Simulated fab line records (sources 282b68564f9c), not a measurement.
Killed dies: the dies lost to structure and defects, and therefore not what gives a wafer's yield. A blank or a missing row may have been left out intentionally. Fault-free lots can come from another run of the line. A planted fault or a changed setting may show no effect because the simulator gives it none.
Lot-split experiment + flow rit cmos + 27 wafers read across 5 lots, on a route 202 steps long

== SPLIT DETAILS ==
At RIT_ACTIVE_CVD_03 (deposits Si3N4 from SiH2Cl2/NH3, target thk 150 nm, time 1500 s), the setting time s was moved away from the recipe's 1500 s on 24 of the 27 wafers read, by -47.0% to +40.7%. This setting was run at the recipe's value on the other wafers.

== FROM THE SPLIT TO THE READING: what the file shows between them, 4 steps ==
- RIT_ACTIVE_THK_MEAS_04
- RIT_ACTIVE_HMDS_05: prime time 60 s
- RIT_ACTIVE_COAT_06: resist thk 1000 nm
- RIT_ACTIVE_HARDBAKE_12: time 60 s

== THE READING ==
oes product au, in a.u., at RIT_ACTIVE_ETCH_13 (etches Si3N4 in SF6, stops on SiO2, time 210 s, target depth 210 nm). A value of 0.824 a.u. with a standard deviation of 0.014 a.u. is what fault-free wafers of this fab line usually give.

| wafer  | tool, chamber at the split | time s as run, s | against the recipe | oes product au, a.u. | against lot-mates on the recipe |
|--------|----------------------------|------------------|--------------------|----------------------|---------------------------------|
| L074.1 | -, -                       | 972.6            | -35.2%             | 0.661                | no lot-mate on the recipe       |
| L074.2 | -, -                       | 972.6            | -35.2%             | 0.683                | no lot-mate on the recipe       |
| L074.3 | -, -                       | 972.6            | -35.2%             | 0.644                | no lot-mate on the recipe       |
| L074.4 | -, -                       | 972.6            | -35.2%             | 0.689                | no lot-mate on the recipe       |
| L074.5 | -, -                       | 972.6            | -35.2%             | 0.654                | no lot-mate on the recipe       |
| L074.6 | -, -                       | 972.6            | -35.2%             | 0.682                | no lot-mate on the recipe       |
| L075.1 | -, -                       | 911.3            | -39.2%             | 0.670                | no lot-mate on the recipe       |
| L075.2 | -, -                       | 911.3            | -39.2%             | 0.633                | no lot-mate on the recipe       |
| L075.3 | -, -                       | 911.3            | -39.2%             | 0.664                | no lot-mate on the recipe       |
| L075.4 | -, -                       | 911.3            | -39.2%             | 0.630                | no lot-mate on the recipe       |
| L075.5 | -, -                       | 911.3            | -39.2%             | 0.651                | no lot-mate on the recipe       |
| L075.6 | -, -                       | 911.3            | -39.2%             | 0.629                | no lot-mate on the recipe       |
| L076.1 | -, -                       | 795              | -47.0%             | 0.594                | no lot-mate on the recipe       |
| L076.2 | -, -                       | 795              | -47.0%             | 0.608                | no lot-mate on the recipe       |
| L076.3 | -, -                       | 795              | -47.0%             | 0.618                | no lot-mate on the recipe       |
| L076.4 | -, -                       | 795              | -47.0%             | 0.608                | no lot-mate on the recipe       |
| L076.5 | -, -                       | 795              | -47.0%             | 0.621                | no lot-mate on the recipe       |
| L076.6 | -, -                       | 795              | -47.0%             | 0.599                | no lot-mate on the recipe       |
| L081.2 | lpcvd-01, 1                | 1500             | recipe             | 0.815                | -                               |
| L081.4 | lpcvd-01, 1                | 1500             | recipe             | 0.831                | -                               |
| L081.6 | lpcvd-01, 1                | 1500             | recipe             | 0.839                | -                               |
| L085.1 | -, -                       | 2111             | +40.7%             | 0.981                | no lot-mate on the recipe       |
| L085.2 | -, -                       | 2111             | +40.7%             | 1.003                | no lot-mate on the recipe       |
| L085.3 | -, -                       | 2111             | +40.7%             | 0.993                | no lot-mate on the recipe       |
| L085.4 | -, -                       | 2111             | +40.7%             | 0.981                | no lot-mate on the recipe       |
| L085.5 | -, -                       | 2111             | +40.7%             | 0.987                | no lot-mate on the recipe       |
| L085.6 | -, -                       | 2111             | +40.7%             | 1.002                | no lot-mate on the recipe       |

THE FIT
A straight line over all 27 wafers: oes product au changes by +0.00435 a.u. for each +1% of time s; r = +1.00; the points scatter about the line by 0.015 a.u.
Too few moved wafers have a lot-mate on the recipe to fit a line with each lot's own level taken away.

== THE WHOLE CHAIN: every reading that the file lists as answering this split, in the file's order ==
| step                   | what it does                                                        | reading                                                                        | change (the file's fit)                   | r (the file's) |
|------------------------|---------------------------------------------------------------------|--------------------------------------------------------------------------------|-------------------------------------------|----------------|
| RIT_ACTIVE_CVD_03      | deposits Si3N4 from SiH2Cl2/NH3, target thk 150 nm, time 1500 s     | Si3N4_of_ACTIVE_CVD_03.thk nm (the simulator's own value, which no gauge read) | +1.52 nm for each +1% of the setting      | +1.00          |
| RIT_ACTIVE_THK_MEAS_04 |                                                                     | ACTIVE_NITRIDE_THK                                                             | +1.52 for each +1% of the setting         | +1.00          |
| RIT_ACTIVE_ETCH_13     | etches Si3N4 in SF6, stops on SiO2, time 210 s, target depth 210 nm | oes product au                                                                 | +0.00435 a.u. for each +1% of the setting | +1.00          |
| RIT_ACTIVE_ETCH_13     | etches Si3N4 in SF6, stops on SiO2, time 210 s, target depth 210 nm | etch.depth nm (the simulator's own value, which no gauge read)                 | +1.47 nm for each +1% of the setting      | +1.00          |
| RIT_ACTIVE_ETCH_13     | etches Si3N4 in SF6, stops on SiO2, time 210 s, target depth 210 nm | ACTIVE.feature depth nm (the simulator's own value, which no gauge read)       | +1.46 nm for each +1% of the setting      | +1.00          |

== FILE'S OWN FIT ==
oes product au changes by +0.00435 a.u. for each +1% of time s, r = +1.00.
